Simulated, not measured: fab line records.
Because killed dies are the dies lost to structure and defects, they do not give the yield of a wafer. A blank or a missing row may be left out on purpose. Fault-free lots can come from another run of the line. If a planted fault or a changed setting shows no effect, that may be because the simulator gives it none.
Code-filled problem report in 8D (eight disciplines) form	flow ritCmos	the parts of the form that need people (team, actions taken, sign-off) are left out

## 1. THE ISSUE
Mean of killedAtFrontEnd at RIT_M1_PROBE_99: 264.0 across 6 wafers in 2 lots; on wafers with no fault it is 6.6 (standard deviation 2.9). That puts it +89 standard deviations away from the usual mean.
First seen on wafer L522.3, day 6 20:14, on prober-02. The record holds 39 wafers of 13 lots with a number at this step. Rule for "out" (also "out of limits"): further than 4 standard deviations from the usual mean. The rest of the wafers with a number are treated as sound.

## 2. WHAT IT IS; WHAT IT IS NOT
question	is	is not
which readings at this step	killedAtFrontEnd, killedDies, killedOnRim	killedAtContacts, killedOpen
which lots	L522, L523	L508, L509, L510, L511, L512, L513, L514, L517, L527, L528, L531
which wafers of those lots	all that have a number	-
read on which tools	prober-01, prober-02	-
when	from day 6 20:14	up to then (24 sound wafers); but 9 sound wafers of L527, L528, L531 came after

## 3. SUSPECTS, AND WHAT RULES EACH OUT
Counting: any tool at a process step up to the reading is kept as a suspect provided that every lot that is out went through it and no sound lot did after the first of them.
- lithoTrack-04 at RIT_GATE_DEVELOP_15 (develop time 50 s): kept. It ran every lot that is out, first L522 (day 5 13:00), and no sound lot after that; its last sound lot up to then is L513 (day 3 20:00).
Remaining after the count: lithoTrack-04 at RIT_GATE_DEVELOP_15.

## 4. THE CAUSE (what the simulator had put in)
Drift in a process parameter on lithoTrack-04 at RIT_GATE_DEVELOP_15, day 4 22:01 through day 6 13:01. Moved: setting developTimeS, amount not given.
After counting, this tool was the only one left.

## 5. SEQUENCE OF EFFECTS, ordered by route
Each row: a reading where the mean over the struck wafers with a number is more than 3 standard deviations away from the usual. Only readings for which the record gives a usual standard deviation are gone through. hours: the time from each lot's start at the first step in this table that gives one to its start at this step, as a median over the lots. sigmas: the change in usual standard deviations.
hours	step	reading	usual	on struck wafers	change	sigmas
0	RIT_M1_PROBE_99	killedAtFrontEnd	6.6	264.0	+257.4	+89
0	RIT_M1_PROBE_99	killedDies	6.6	264.0	+257.4	+86
0	RIT_M1_PROBE_99	killedOnRim	1.7	70.0	+68.3	+49
Here are the process steps it includes:
- RIT_M1_PROBE_99

## 6. WHAT WOULD HAVE CAUGHT IT SOONER
In this record the first reading out of limits was taken at day 6 20:14, 46 hours after the fault began at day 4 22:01.
By day 6 20:14 the whole set of lots that are out, 2 in number, had already begun RIT_GATE_DEVELOP_15 on lithoTrack-04. Tool hold at that time: it would have spared none of them.
